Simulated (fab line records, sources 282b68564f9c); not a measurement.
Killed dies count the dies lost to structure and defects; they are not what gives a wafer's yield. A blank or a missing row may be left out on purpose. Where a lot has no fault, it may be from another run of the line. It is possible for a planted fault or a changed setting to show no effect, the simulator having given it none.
fab line records	flow rit-cmos
[record] lots = 6	wafers = 18	last-day = 7
route steps=202 shown CONTACT@176 M1@184
lots that met no fault: from a run of the same line without faults
start-h: the number of hours between the record's first day and the start of the first shown wafer of the lot	wait-h: time in hours since the lot's previous step	" same as the row above	L1.1+2: a single row standing in for several wafers	- either no value or no given start	* or withheld: withheld	< > ~ a bound
route shown NAME@n: NAME is a module with steps in the file, n the number in the route of the first one	usual: mean/standard deviation of fault-free wafers	same: alike in all rows	chamber/n: place in a boat	sites: the reading at each site	_std_site: the values' standard deviation	_edge_site: outer sites' mean less inner sites'	radius-mm: for every site, how far away it sits from the centre of the wafer	mask NAME#n: copy n	behind: the tool/chamber that last shaped the wafer	hold: why the lot went on hold/how many hours it stayed there/how the hold came to an end	device: which transistor (n, p or np) failed to switch	end of line: the route-end tests of the same wafers	for a step that has no rows: nothing shown but its recipe	killed: dies that structure and defects cost at the first sort, which is not the same as the wafer's yield	map: a wafer's dies, marking killed ones x, the rest . and places with no die _
set.NAME: setting as actually run; set.NAME@STEP: the setting as run at that earlier step	model.NAME: the simulator's own value behind a step, which no gauge read
a table for each step, a row for each wafer; lots at some steps of the route
services: a tool's chamber out of use, with start hour (start-h, from the record's first day; less than 0 if before it), hours out, and reason
[[steps]]
[step RIT_CONTACT_CD_MEAS_08]
[recipe] target-cd-nm = 1000
[usual] cd-nm = 1000.1/2
lot.wafer	tool	chamber	start-h	wait-h	cd-nm
L626.2	cd-sem-01	-	107.68	-	1001.8
L626.3	"	-	"	"	1001.0
L626.5	"	-	"	"	1001.2
L629.2	cd-sem-01	-	123.73	-	1000.4
L629.3	"	-	"	"	995.5
L629.5	"	-	"	"	996.5
L630.1	cd-sem-02	-	128.57	-	1000.0
L630.2	"	-	"	"	999.3
L630.3	"	-	"	"	999.5
L631.2	cd-sem-02	-	129.29	-	996.3
L631.3	"	-	"	"	994.6
L631.4	"	-	"	"	997.6
L639.2	cd-sem-01	-	171.36	-	998.3
L639.5	"	-	"	"	998.9
L639.6	"	-	"	"	996.7
L638.1	cd-sem-02	-	171.46	-	999.9
L638.4	"	-	"	"	1002.0
L638.6	"	-	"	"	1001.0
[step RIT_CONTACT_OVL_MEAS_09]
[usual] CONTACT_OVL = 0.0/1.3
lot.wafer	tool	chamber	start-h	wait-h	CONTACT_OVL[nm]
L626.2	overlay-02	-	107.78	0.1	-0.5
L626.3	"	-	"	"	0.2
L626.5	"	-	"	"	2.1
L629.2	overlay-01	-	123.84	0.1	-0.4
L629.3	"	-	"	"	-0.7
L629.5	"	-	"	"	-1.0
L630.1	overlay-01	-	128.69	0.1	0.8
L630.2	"	-	"	"	0.3
L630.3	"	-	"	"	2.3
L631.2	overlay-02	-	129.40	0.1	1.6
L631.3	"	-	"	"	0.8
L631.4	"	-	"	"	0.6
L639.2	overlay-01	-	171.47	0.1	-1.8
L639.5	"	-	"	"	0.9
L639.6	"	-	"	"	-0.4
L638.1	overlay-01	-	171.58	0.1	1.7
L638.4	"	-	"	"	1.1
L638.6	"	-	"	"	3.7
[step RIT_CONTACT_HARDBAKE_10]
[recipe] resist = NOVOLAK	temp-c = 140	time-s = 60
[step RIT_CONTACT_ETCH_11]
[recipe] target-depth-a = 4800	over-etch-frac = 0.2	stop-on = TiSi2	chemistry = CHF3/CF4/Ar	target = SiO2	CHF3_flow_sccm = 50	cf4-flow-sccm = 10	Ar_flow_sccm = 100	O2_flow_sccm = 5	pressure-mtorr = 100	rf-w = 200	time-s = 320
[usual] drypump-motor-current-A = 5.6/0.41	oes-product-au = 0.993/0.0096	throttle-valve-pct = 8.89/0.1
lot.wafer	tool	chamber	start-h	wait-h	drypump-motor-current-A	oes-product-au	rf-hours-counter-h	throttle-valve-pct
L626.2	rie-diel-01	3	107.96	0.1	5.9	0.992	128	8.83
L626.3	"	2	"	"	5.9	1.008	0	8.95
L626.5	"	2	"	"	5.9	1.003	-	8.95
L629.2	rie-diel-01	3	124.02	0.1	5.9	0.995	128	8.83
L629.3	"	0	"	"	5.4	0.991	144	8.84
L629.5	"	0	"	"	5.4	0.989	-	8.84
L630.1	rie-diel-02	1	128.87	0.1	5.4	0.993	88	8.97
L630.2	"	0	"	"	6.1	1.011	6	8.73
L630.3	"	3	"	"	6.4	0.992	19	8.82
L631.2	rie-diel-01	2	129.58	0.1	5.9	1.000	0	8.95
L631.3	"	3	"	"	6.0	0.985	128	8.85
L631.4	"	1	"	"	5.9	1.009	57	8.81
L639.2	rie-diel-04	1	171.65	0.1	5.8	1.004	101	9.07
L639.5	"	0	"	"	5.3	1.007	-	8.79
L639.6	"	3	"	"	5.7	0.992	-	9.01
L638.1	rie-diel-01	2	171.80	0.1	5.9	1.004	1	8.96
L638.4	"	1	"	"	5.9	1.002	57	8.82
L638.6	"	1	"	"	5.9	1.003	-	8.81
[step RIT_CONTACT_STRIP_12]
[recipe] chemistry = O2	time-s = 180	resist = NOVOLAK	platen-temp-c = withheld	power-w = 500	pressure-mtorr = 4000	o2-flow-sccm = 4000
[usual] drypump-motor-current-A = 5.7/0.65
lot.wafer	tool	chamber	start-h	wait-h	drypump-motor-current-A	rf-hours-counter-h
L626.2	plasma-asher-04	0	108.16	0.1	6.4	33
L626.3	"	1	"	"	5.9	-
L626.5	"	1	"	"	5.9	-
L629.2	plasma-asher-01	0	124.21	0.1	4.9	48
L629.3	"	0	"	"	4.9	-
L629.5	"	1	"	"	6.4	-
L630.1	plasma-asher-04	1	129.07	0.1	5.9	36
L630.2	"	0	"	"	6.3	36
L630.3	"	1	"	"	5.9	-
L631.2	plasma-asher-01	1	129.77	0.1	6.4	49
L631.3	"	0	"	"	4.9	-
L631.4	"	1	"	"	6.4	-
L639.2	plasma-asher-02	1	171.85	0.1	4.7	5
L639.5	"	1	"	"	4.7	-
L639.6	"	0	"	"	5.1	-
L638.1	plasma-asher-04	1	172.00	0.1	5.9	40
L638.4	"	1	"	"	5.9	-
L638.6	"	0	"	"	6.3	-
[step RIT_CONTACT_CD_MEAS_90]
[recipe] target-cd-nm = 1000
[usual] cd-nm = 1000.2/2
lot.wafer	tool	chamber	start-h	wait-h	cd-nm
L626.2	cd-sem-01	-	108.35	0.1	1001.5
L626.3	"	-	"	"	1001.3
L626.5	"	-	"	"	1001.4
L629.2	cd-sem-02	-	124.40	0.1	1000.1
L629.3	"	-	"	"	995.5
L629.5	"	-	"	"	997.0
L630.1	cd-sem-01	-	129.24	0.1	1000.0
L630.2	"	-	"	"	999.5
L630.3	"	-	"	"	999.9
L631.2	cd-sem-01	-	129.97	0.1	995.9
L631.3	"	-	"	"	995.0
L631.4	"	-	"	"	997.7
L639.2	cd-sem-02	-	172.04	0.1	998.6
L639.5	"	-	"	"	999.6
L639.6	"	-	"	"	997.0
L638.1	cd-sem-01	-	172.17	0.1	999.9
L638.4	"	-	"	"	1002.1
L638.6	"	-	"	"	1000.9
[step RIT_CONTACT_CLEAN_13]
[recipe] chemistry = SC1	mix = 3:3:50	time-s = 600	temp-c = 75
[step RIT_CONTACT_CLEAN_14]
[recipe] chemistry = SC2	mix = 3:3:50	time-s = 600	temp-c = 75	dry = n2-spin
[step RIT_M1_SPUTTER_00]
[recipe] material = Al	target-thk-nm = 400	power-w = 1940	chamber-pressure-pa = 0.4	gas = Ar	time-s = 500	substrate-temp-c = 25
[usual] throttle-valve-pct = 30.2/1.3
lot.wafer	tool	chamber	start-h	wait-h	throttle-valve-pct
L626.2	pvd-sputter-03	-	108.84	0.0	30.2
L626.3	"	-	"	"	31.9
L626.5	"	-	"	"	31.7
L629.2	pvd-sputter-04	-	124.89	0.0	29.5
L629.3	"	-	"	"	32.1
L629.5	"	-	"	"	27.8
L630.1	pvd-sputter-03	-	129.73	0.0	31.8
L630.2	"	-	"	"	31.7
L630.3	"	-	"	"	29.7
L631.2	pvd-sputter-04	-	130.43	0.0	31.8
L631.3	"	-	"	"	29.3
L631.4	"	-	"	"	27.8
L639.2	pvd-sputter-04	-	172.59	0.0	29.6
L639.5	"	-	"	"	27.9
L639.6	"	-	"	"	31.9
L638.1	pvd-sputter-01	-	172.64	0.0	30.9
L638.4	"	-	"	"	28.5
L638.6	"	-	"	"	30.6
[step RIT_M1_RS_MEAS_01]
[recipe] thk-meas-gauge = four-point-probe	reads = Al_of_M1_SPUTTER_00
[usual] M1_AL_RS = 0.0753/0.00067
lot.wafer	tool	chamber	start-h	wait-h	M1_AL_RS[ohm/sq]
L626.2	film-metro-03	-	109.15	0.2	0.0739
L626.3	"	-	"	"	0.0752
L626.5	"	-	"	"	0.0743
L629.2	film-metro-04	-	125.20	0.2	0.0761
L629.3	"	-	"	"	0.0753
L629.5	"	-	"	"	0.0768
L630.1	film-metro-03	-	130.02	0.1	0.0751
L630.2	"	-	"	"	0.0747
L630.3	"	-	"	"	0.0746
L631.2	film-metro-02	-	130.75	0.2	0.0753
L631.3	"	-	"	"	0.0757
L631.4	"	-	"	"	0.0765
L639.2	film-metro-03	-	172.91	0.2	0.0754
L639.5	"	-	"	"	0.0762
L639.6	"	-	"	"	0.0739
L638.1	film-metro-04	-	172.93	0.1	0.0744
L638.4	"	-	"	"	0.0755
L638.6	"	-	"	"	0.0749
[step RIT_M1_THK_MEAS_02]
[recipe] thk-meas-gauge = xrf	reads = Al_of_M1_SPUTTER_00
[usual] M1_AL_THK = 385/4.8
lot.wafer	tool	chamber	start-h	wait-h	M1_AL_THK[nm]
L626.2	film-metro-03	-	109.26	0.1	394
L626.3	"	-	"	"	388
L626.5	"	-	"	"	391
L629.2	film-metro-04	-	125.31	0.1	377
L629.3	"	-	"	"	382
L629.5	"	-	"	"	375
L630.1	film-metro-03	-	130.14	0.1	388
L630.2	"	-	"	"	389
L630.3	"	-	"	"	389
L631.2	film-metro-02	-	130.86	0.1	384
L631.3	"	-	"	"	383
L631.4	"	-	"	"	380
L639.2	film-metro-03	-	173.02	0.1	389
L639.5	"	-	"	"	386
L639.6	"	-	"	"	395
L638.1	film-metro-04	-	173.05	0.1	390
L638.4	"	-	"	"	383
L638.6	"	-	"	"	384
[step RIT_M1_HMDS_03]
[recipe] prime-time-s = 60	prime-temp-c = 140
[step RIT_M1_COAT_04]
[recipe] resist = NOVOLAK	spin-rpm = 2000	resist-thk-nm = 1300
[usual] chill-plate-temp-C = 23.00/0.096	dispense-pressure-kPa = 47.6/2.6	resist-line-temp-C = 23.00/0.094
lot.wafer	tool	chamber	start-h	wait-h	chill-plate-temp-C	dispense-pressure-kPa	resist-line-temp-C
L626.2	litho-track-04	0	109.49	0.1	22.98	49.7	22.92
L626.3	"	0	"	"	22.98	49.7	22.90
L626.5	"	0	"	"	22.96	49.7	22.94
L629.2	litho-track-02	-	125.54	0.1	-	-	-
L629.3	"	-	"	"	-	-	-
L629.5	"	-	"	"	-	-	-
L630.1	litho-track-02	-	130.35	0.1	-	-	-
L630.2	"	-	"	"	-	-	-
L630.3	"	-	"	"	-	-	-
L631.2	litho-track-02	0	131.08	0.1	23.01	44.5	22.89
L631.3	"	0	"	"	22.84	44.4	23.00
L631.4	"	0	"	"	22.96	44.5	22.92
L639.2	litho-track-04	0	173.24	0.1	22.94	49.7	23.06
L639.5	"	0	"	"	22.94	49.7	23.16
L639.6	"	0	"	"	22.83	49.7	23.08
L638.1	litho-track-01	0	173.26	0.1	23.15	50.0	22.95
L638.4	"	0	"	"	23.00	49.9	23.07
L638.6	"	0	"	"	22.97	50.0	23.10
[step RIT_M1_SOFTBAKE_05]
[recipe] resist = NOVOLAK	temp-c = 90	time-s = 60
[step RIT_M1_EXPOSE_06]
[recipe] mask-id = M12	na = 0.6	source-shape = conventional	sigma-outer = 0.5	target-cd-nm = 2600	dose-mj = 250
[step RIT_M1_PEB_07]
[recipe] resist = NOVOLAK	temp-c = withheld	time-s = withheld
[step RIT_M1_DEVELOP_08]
[recipe] resist = NOVOLAK	develop-time-s = 68	dev-temp-c = 23
[step RIT_M1_CD_MEAS_09]
[recipe] target-cd-nm = 2600
[usual] cd-nm = 2599.4/2.5
lot.wafer	tool	chamber	start-h	wait-h	cd-nm
L626.2	cd-sem-01	-	110.21	-	2596.1
L626.3	"	-	"	"	2598.2
L626.5	"	-	"	"	2595.4
L629.2	cd-sem-02	-	126.26	-	-
L629.3	"	-	"	"	-
L629.5	"	-	"	"	-
L630.1	cd-sem-02	-	131.30	-	-
L630.2	"	-	"	"	-
L630.3	"	-	"	"	-
L631.2	cd-sem-01	-	131.81	-	2603.8
L631.3	"	-	"	"	2602.9
L631.4	"	-	"	"	2605.6
L639.2	cd-sem-01	-	174.09	-	2594.6
L639.5	"	-	"	"	2595.4
L639.6	"	-	"	"	2594.8
L638.1	cd-sem-02	-	174.32	-	2598.9
L638.4	"	-	"	"	2598.2
L638.6	"	-	"	"	2598.9
[step RIT_M1_OVL_MEAS_10]
[usual] M1_OVL = -0.9/1.4
lot.wafer	tool	chamber	start-h	wait-h	M1_OVL[nm]
L626.2	overlay-01	-	110.32	0.1	-1.4
L626.3	"	-	"	"	0.5
L626.5	"	-	"	"	-0.4
L629.2	overlay-02	-	126.37	0.1	-
L629.3	"	-	"	"	-
L629.5	"	-	"	"	-
L630.1	overlay-02	-	131.42	0.1	-
L630.2	"	-	"	"	-
L630.3	"	-	"	"	-
L631.2	overlay-02	-	131.92	0.1	0.0
L631.3	"	-	"	"	0.2
L631.4	"	-	"	"	-1.6
L639.2	overlay-02	-	174.20	0.1	-3.8
L639.5	"	-	"	"	-3.7
L639.6	"	-	"	"	-3.7
L638.1	overlay-01	-	174.44	0.1	-0.1
L638.4	"	-	"	"	-0.8
L638.6	"	-	"	"	-0.9
[step RIT_M1_PROBE_99]
[usual] defect-limited-yield = 97.3/1.1	killed_at_M0_to_M3 = 0/0	killed-at-contacts = 0.1/0.28	killed-at-front-end = 7.0/2.9	killed-dies = 7.0/2.9	killed-on-rim = 1.8/1.4	killed-open = 3.4/2.1	killed-short = 3.6/1.7	sort_bin_3_pad_short = 0.1/0.21	sort_bin_5_function = 1.5/0.76	sort_bin_6_memory = 1.0/0.66	sort-n-pass = 257.0/2.9	sort-yield-pct = 97.3/1.1
[same] gross-dies = 264	killed_at_M4_up = 0	killed-at-back-side = 0	killed-at-other = 0
lot.wafer	tool	chamber	start-h	wait-h	defect-limited-yield[%]	killed_at_M0_to_M3	killed-at-contacts	killed-at-front-end	killed-dies	killed-on-rim	killed-open	killed-short	sort_bin_3_pad_short[%]	sort_bin_5_function[%]	sort_bin_6_memory[%]	sort-n-pass	sort-yield-pct[%]
L626.2	prober-01	-	112.90	0.1	95.8	0	0	11	11	1	8	3	0	1.9	2.3	253.0	95.8
L626.3	prober-01	-	112.95	0.2	99.6	0	0	1	1	0	0	1	0	0	0.4	263.0	99.6
L626.5	prober-01	-	113.05	0.2	98.9	0	0	3	3	0	2	1	0	1.1	0	261.0	98.9
L629.2	prober-02	-	128.97	0.1	0	259	0	5	264	70	1	4	0	99.2	0.8	0	0
L629.3	prober-02	-	129.02	0.2	0	255	0	9	264	70	5	4	0	98.5	1.5	0	0
L629.5	prober-02	-	129.12	0.2	0	259	0	5	264	70	2	3	0.4	99.6	0	0	0
L630.1	prober-01	-	133.96	0.1	0	258	0	6	264	70	2	4	0	99.2	0.8	0	0
L630.2	prober-01	-	134.01	0.1	0	255	0	9	264	70	3	6	0	98.9	1.1	0	0
L630.3	prober-01	-	134.06	0.2	0	258	1	5	264	70	3	3	0	98.5	1.5	0	0
L631.2	prober-02	-	135.51	0.1	95.5	0	0	12	12	3	5	7	0.4	2.7	1.5	252.0	95.5
L631.3	prober-02	-	135.56	0.2	95.8	0	0	11	11	0	7	4	0	1.9	2.3	253.0	95.8
L631.4	prober-02	-	135.61	0.2	96.2	0	0	10	10	2	7	3	0	2.3	1.5	254.0	96.2
L639.2	prober-01	-	176.78	0.1	98.1	0	0	5	5	1	3	2	0	0.8	1.1	259.0	98.1
L639.5	prober-01	-	176.93	0.2	97.7	0	0	6	6	2	4	2	0	0.8	1.5	258.0	97.7
L639.6	prober-01	-	176.98	0.2	97.0	0	0	8	8	2	3	5	0	2.7	0.4	256.0	97.0
L638.1	prober-02	-	178.23	0.1	97.0	0	0	8	8	3	1	7	0.4	1.5	1.1	256.0	97.0
L638.4	prober-02	-	178.38	0.2	96.6	0	0	9	9	1	3	6	0.4	1.1	1.9	255.0	96.6
L638.6	prober-02	-	178.48	0.2	97.3	0	1	6	7	1	3	4	0	1.9	0.8	257.0	97.3
// killed by level:class
L626.2 SPACER:geometric-particle:open=4 GATE:geometric-particle:open=2 FOX2:geometric-particle:open=1 GATE:geometric-particle:short=1 REOX:geometric-particle:open=1 SPACER:geometric-particle:short=1 SILICIDE:geometric-particle:short=1
L626.3 GATE:geometric-particle:short=1
L626.5 GATE:geometric-particle:short=1 GATE:geometric-particle:open=1 SPACER:geometric-particle:open=1
L629.2 M1:area-expose=259 FOX1:geometric-particle:short=3 GATE:geometric-particle:short=1 SILICIDE:geometric-particle:open=1
L629.3 M1:area-expose=255 REOX:geometric-particle:short=2 SPACER:geometric-particle:open=2 FOX1:geometric-particle:short=1 FOX1:geometric-particle:open=1 GATE:geometric-particle:short=1 REOX:geometric-particle:open=1 SILICIDE:geometric-particle:open=1
L629.5 M1:area-expose=259 SILICIDE:geometric-particle:short=2 FOX1:geometric-particle:open=1 FOX1:geometric-particle:short=1 GATE:geometric-particle:open=1
L630.1 M1:area-expose=258 SILICIDE:geometric-particle:short=2 FOX2:geometric-particle:short=1 GATE:geometric-particle:short=1 SPACER:geometric-particle:open=1 SILICIDE:geometric-particle:open=1
L630.2 M1:area-expose=255 GATE:geometric-particle:short=2 SPACER:geometric-particle:open=2 SPACER:geometric-particle:short=2 SILICIDE:geometric-particle:short=2 SILICIDE:geometric-particle:open=1
L630.3 M1:area-expose=258 GATE:geometric-particle:open=2 SPACER:geometric-particle:short=2 SILICIDE:geometric-particle:short=1 CONTACT:geometric-particle:open=1
L631.2 SILICIDE:geometric-particle:short=4 FOX1:geometric-particle:short=2 GATE:geometric-particle:open=2 SILICIDE:geometric-particle:open=2 FOX1:geometric-particle:open=1 REOX:geometric-particle:short=1
L631.3 FOX1:geometric-particle:open=3 SILICIDE:geometric-particle:open=3 FOX2:geometric-particle:short=2 FOX1:geometric-particle:short=1 FOX2:geometric-particle:open=1 GATE:geometric-particle:short=1
L631.4 GATE:geometric-particle:open=4 GATE:geometric-particle:short=2 FOX2:geometric-particle:open=1 REOX:geometric-particle:open=1 SPACER:geometric-particle:short=1 SILICIDE:geometric-particle:open=1
L639.2 SPACER:geometric-particle:open=3 FOX1:geometric-particle:short=1 SILICIDE:geometric-particle:short=1
L639.5 FOX1:geometric-particle:open=3 FOX2:geometric-particle:short=1 FOX2:geometric-particle:open=1 GATE:geometric-particle:short=1
L639.6 GATE:geometric-particle:short=2 GATE:geometric-particle:open=2 SPACER:geometric-particle:short=2 REOX:geometric-particle:short=1 REOX:geometric-particle:open=1
L638.1 GATE:geometric-particle:short=3 SPACER:geometric-particle:short=2 FOX1:geometric-particle:short=1 FOX2:geometric-particle:short=1 SILICIDE:geometric-particle:open=1
L638.4 GATE:geometric-particle:short=3 FOX2:geometric-particle:open=2 FOX2:geometric-particle:short=1 GATE:geometric-particle:open=1 SPACER:geometric-particle:short=1 SILICIDE:geometric-particle:short=1
L638.6 FOX2:geometric-particle:short=2 GATE:geometric-particle:open=1 SPACER:geometric-particle:open=1 SPACER:geometric-particle:short=1 SILICIDE:geometric-particle:short=1 CONTACT:geometric-particle:open=1
// map L629.2 (x killed, . not)
________xxxxxxx_______
_____xxxxxxxxxxxxx____
____xxxxxxxxxxxxxxx___
___xxxxxxxxxxxxxxxxx__
__xxxxxxxxxxxxxxxxxxx_
__xxxxxxxxxxxxxxxxxxx_
_xxxxxxxxxxxxxxxxxxxxx
_xxxxxxxxxxxxxxxxxxxxx
_xxxxxxxxxxxxxxxxxxxxx
_xxxxxxxxxxxxxxxxxxxxx
__xxxxxxxxxxxxxxxxxxx_
__xxxxxxxxxxxxxxxxxxx_
___xxxxxxxxxxxxxxxxx__
____xxxxxxxxxxxxxxx___
_____xxxxxxxxxxxxx____
________xxxxxxx_______
// map L630.1 (x killed, . not)
________xxxxxxx_______
_____xxxxxxxxxxxxx____
____xxxxxxxxxxxxxxx___
___xxxxxxxxxxxxxxxxx__
__xxxxxxxxxxxxxxxxxxx_
__xxxxxxxxxxxxxxxxxxx_
_xxxxxxxxxxxxxxxxxxxxx
_xxxxxxxxxxxxxxxxxxxxx
_xxxxxxxxxxxxxxxxxxxxx
_xxxxxxxxxxxxxxxxxxxxx
__xxxxxxxxxxxxxxxxxxx_
__xxxxxxxxxxxxxxxxxxx_
___xxxxxxxxxxxxxxxxx__
____xxxxxxxxxxxxxxx___
_____xxxxxxxxxxxxx____
________xxxxxxx_______
[[services]]
tool	chamber	start-h	hours	kind
rie-diel-01	2	84.99	-	clean
rie-diel-01	2	84.99	18.6	scheduled-down
rie-diel-01	2	84.99	18.6	vent-cycle
pvd-sputter-04	-	92.36	1.4	repair
rie-diel-01	-	96.40	0.7	repair
plasma-asher-02	-	108.80	9.0	pm
plasma-asher-02	0	108.80	9.0	vent-cycle
plasma-asher-02	1	108.80	9.0	vent-cycle
pvd-sputter-01	-	111.26	4.3	repair
plasma-asher-02	0	117.80	-	clean
plasma-asher-02	1	117.80	-	clean
rie-diel-04	2	122.30	1.8	repair
rie-diel-04	0	148.42	-	clean
rie-diel-04	0	148.42	22.8	scheduled-down
rie-diel-04	0	148.42	22.8	vent-cycle
rie-diel-02	-	172.74	1.7	repair
[[key]]
[first-sign] step = RIT_M1_COAT_04	reading = tool-record	direction = missing
[effect] step = RIT_M1_CD_MEAS_09	reading = cd-nm	direction = missing
[effect] step = RIT_M1_OVL_MEAS_10	reading = M1_OVL	direction = missing
[effect] step = RIT_M1_PROBE_99	reading = killed_at_M0_to_M3	direction = up	sigmas = 99+	usual = 0	struck = 257.3
[more-kills-born-at] RIT_M1_EXPOSE_06@iline-stepper-02 = 773	RIT_M1_EXPOSE_06@iline-stepper-01 = 771
met-at RIT_M1_COAT_04
struck-wafers L629.2,L629.3,L629.5,L630.1,L630.2,L630.3
later-rows-left-out L629.2,L629.3,L629.5,L630.1,L630.2,L630.3
[fault] kind = skipped-step-whole	tool = litho-track-02	chamber = -	onset-h = 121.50	steps = RIT_M1_COAT_04	scope = struck-lots-only
// later-rows-left-out: the simulator's readings of these wafers behind a module that went badly wrong aren't trusted and aren't shown, but for the sort
